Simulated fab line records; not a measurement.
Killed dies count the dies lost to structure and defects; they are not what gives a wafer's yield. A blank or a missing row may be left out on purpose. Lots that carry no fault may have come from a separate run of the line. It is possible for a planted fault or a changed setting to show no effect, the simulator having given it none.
A struck lot beside a sound one -- flow ritCmos -- 15 out of 202 route steps
Sound: the wafers L453.3, L453.5, L453.6. Struck: wafers L463.1, L463.3 (left out: L463.6, a lot-mate that was not struck); the cause follows at the end.
At each step with rows: each side's tool, then ch and its chambers, then its first start. Under that, the readings that differ: sound wafers -- struck wafers -- difference of the means -- sigmas: that difference in standard deviations of wafers without a fault.
alike: same words and numbers on both sides, and readings whose means sit less than 2 such deviations apart. not compared: any withheld reading, any reading some wafer has no value for, any bound like >300 that may hide the same value, and any number with overlapping values for which the record gives no deviation.
The two part at a step that has a row with sigmas, a row that says differs or no value, or rows on one side only. When numbers do not overlap yet have no deviation, they are printed without sigmas and do not part them. Lack of a reading on every wafer of one side parts them only where that side has two or more wafers.

first, 1 step without rows for these wafers: RIT_NWELL_IMPLANT_08.
RIT_NWELL_STRIP_09: strips in O2, time 180 s.
  sound on plasmaAsher-04 ch 0,1, day 2 08:35; struck on plasmaAsher-01 ch 0,1, day 4 09:57
  alike: drypumpMotorCurrentA, o2FlowSccm
  not compared: rfHoursCounterH
RIT_NWELL_TW_MEAS_10:
  struck on filmMetro-02, day 4 10:08; sound on filmMetro-02, day 2 08:43
  alike: NWELL_TW
then, 6 steps without rows for these wafers: RIT_PWELL_HMDS_00 (prime time 60 s); RIT_PWELL_COAT_01 (resist thk 1300 nm); RIT_PWELL_SOFTBAKE_02 (time 60 s); RIT_PWELL_EXPOSE_03 (exposes mask M3, target cd 43700 nm); RIT_PWELL_PEB_04; RIT_PWELL_DEVELOP_05 (develop time 68 s).
RIT_PWELL_OVL_MEAS_06:
  struck on overlay-02, day 4 11:14; sound on overlay-01, day 2 09:47
reading,sound,struck,difference,sigmas
PWELL_OVL (nm),2.0 5.6 2.4,-0.4 0.1,-3.5,-2
then, 2 steps without rows for these wafers: RIT_PWELL_HARDBAKE_07 (time 120 s); RIT_PWELL_IMPLANT_08.
RIT_PWELL_STRIP_09: strips in O2, time 180 s.
  sound on plasmaAsher-03 ch 0,1, day 2 10:16; struck on plasmaAsher-03 ch 0, day 4 11:46
reading,sound,struck,difference,sigmas
o2FlowSccm (sccm),4020 3996 3970,5990 6019,+2009,+99 or more
  alike: drypumpMotorCurrentA
  not compared: rfHoursCounterH
RIT_PWELL_TW_MEAS_10:
  struck on filmMetro-04, day 4 11:57; sound on filmMetro-01, day 2 10:23
reading,sound,struck,difference,sigmas
PWELL_TW,952 956 952,943 940,-12,-2
RIT_M1_PROBE_99:
  rows exist in the record for the sound wafers here (prober-01, day 4 02:04), none for the struck ones

## WHERE THEY PART
At RIT_PWELL_OVL_MEAS_06 first; at RIT_M1_PROBE_99 last (within this record only).

WHY: the cause the simulator had injected
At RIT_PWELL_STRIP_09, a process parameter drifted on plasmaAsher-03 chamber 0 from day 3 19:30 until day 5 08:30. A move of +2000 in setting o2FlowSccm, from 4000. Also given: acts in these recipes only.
